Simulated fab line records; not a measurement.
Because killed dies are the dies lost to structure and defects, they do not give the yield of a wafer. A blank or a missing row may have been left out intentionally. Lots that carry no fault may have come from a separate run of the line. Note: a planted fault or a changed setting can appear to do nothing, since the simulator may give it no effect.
8D (eight disciplines) problem report, filled in by code || flow rit_cmos || the parts of the form that need people (team, actions taken, sign-off) are left out

## 1. THE PROBLEM
Mean NWELL_RS at RIT_WELLDRIVE_RS_MEAS_01: 253.5 ohm/sq over 6 wafers in 2 lots; fault-free wafers: 276.0 ohm/sq, standard deviation 0.78. That puts it -29 standard deviations away from the usual mean.
The step: measures by four-point-probe.
First observed at day 3 21:37: wafer L393.3, on film_metro-02. Wafers with a number at this step in the record: 42, from 14 lots. By rule, "out" or "out of limits" means more than 4 standard deviations away from the usual mean. All remaining wafers that have a number are taken as sound.

## 2. WHAT IT IS AND WHAT IT IS NOT
{"question": "which readings at this step", "is": "NWELL_RS", "is not": "-"}
{"question": "which lots", "is": "L393, L395", "is not": "L386, L387, L388, L389, L390, L394, L399, L401, L403, L407, L408, L409"}
{"question": "which wafers of those lots", "is": "all that have a number", "is not": "-"}
{"question": "read on which gauges", "is": "film_metro-02, film_metro-04", "is not": "-"}
{"question": "when", "is": "from day 3 21:37", "is not": "up to then (15 sound wafers); but 21 sound wafers of L394, L399, L401, L403, L407, L408, L409 came after"}

## 3. SUSPECTS, AND WHAT RULES EACH OUT
Counting: a tool stays on the suspect list if, at a process step up to the reading, it processed all lots that are out and no sound lot following the first of them.
- the gauge at RIT_WELLDRIVE_RS_MEAS_01 has been ruled out. The wafers that are out were read on 2 gauges (film_metro-02, film_metro-04).
- furnace-04 at RIT_WELLDRIVE_ANNEAL_00 (time 14700 s): kept. Every lot that is out went through it, starting with L393 (day 3 16:30), and after that it ran no sound lot; the last sound lot it ran before then is L388 (day 2 16:58). Its own spike_tc_centre_C, spike_tc_load_C, spike_tc_source_C, tube_center_temp_C, tube_center_temp_C_max readings are out on those wafers.
After counting, what remains is furnace-04 at RIT_WELLDRIVE_ANNEAL_00.

## 4. THE CAUSE (what the simulator had put in)
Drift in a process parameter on furnace-04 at RIT_WELLDRIVE_ANNEAL_00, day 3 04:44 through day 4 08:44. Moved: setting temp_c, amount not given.
Counting left only this tool.

## 5. THE EFFECT CHAIN, in route order
Each row: a reading where the mean over the struck wafers with a number is more than 3 standard deviations away from the usual. Only readings for which the record gives a usual standard deviation are gone through. hours: the time from each lot's start at the first step in this table that gives one to its start at this step, as a median over the lots. sigmas: the change in usual standard deviations.
{"hours": 0, "step": "RIT_WELLDRIVE_ANNEAL_00", "reading": "spike_tc_centre_C", "usual": "1102.3 C", "on struck wafers": 1124.9, "change": "+22.6", "sigmas": "+19"}
{"hours": 0, "step": "RIT_WELLDRIVE_ANNEAL_00", "reading": "spike_tc_load_C", "usual": "1128.4 C", "on struck wafers": 1148.3, "change": "+19.9", "sigmas": "+8.0"}
{"hours": 0, "step": "RIT_WELLDRIVE_ANNEAL_00", "reading": "spike_tc_source_C", "usual": "1129.1 C", "on struck wafers": 1148.8, "change": "+19.7", "sigmas": "+9.4"}
{"hours": 0, "step": "RIT_WELLDRIVE_ANNEAL_00", "reading": "tube_center_temp_C", "usual": "1100 C", "on struck wafers": 1122, "change": "+22", "sigmas": "+99 or more"}
{"hours": 0, "step": "RIT_WELLDRIVE_ANNEAL_00", "reading": "tube_center_temp_C_max", "usual": 1102.8, "on struck wafers": 1125.1, "change": "+22.3", "sigmas": "+48"}
{"hours": 5, "step": "RIT_WELLDRIVE_RS_MEAS_01", "reading": "NWELL_RS", "usual": "276.0 ohm/sq", "on struck wafers": 253.5, "change": -22.5, "sigmas": -29}
{"hours": 5, "step": "RIT_WELLDRIVE_RS_MEAS_02", "reading": "PWELL_RS", "usual": "429.7 ohm/sq", "on struck wafers": 405.2, "change": -24.4, "sigmas": -20}
The process steps in it:
- RIT_WELLDRIVE_ANNEAL_00: time 14700 s.
At these later measuring or inspecting steps, every struck wafer for which the step has a row has a number for every such reading, and none has moved that far: RIT_GATE_THK_MEAS_07.

## 6. HOW IT WOULD HAVE BEEN CAUGHT EARLIER
The first out-of-limits reading at a measuring or inspecting step in this record came at day 3 21:37, 17 hours after the fault's start at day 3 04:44.
The tool's own readings at RIT_WELLDRIVE_ANNEAL_00 were out on every struck wafer that the step has a row for (spike_tc_centre_C, spike_tc_load_C, spike_tc_source_C, tube_center_temp_C, tube_center_temp_C_max): an alarm limit on them would have fired on the first of those.
Among the 2 lots that are out, L395 began RIT_WELLDRIVE_ANNEAL_00 on furnace-04 after day 3 21:37. Had the tool been put on hold then, it would have been spared.
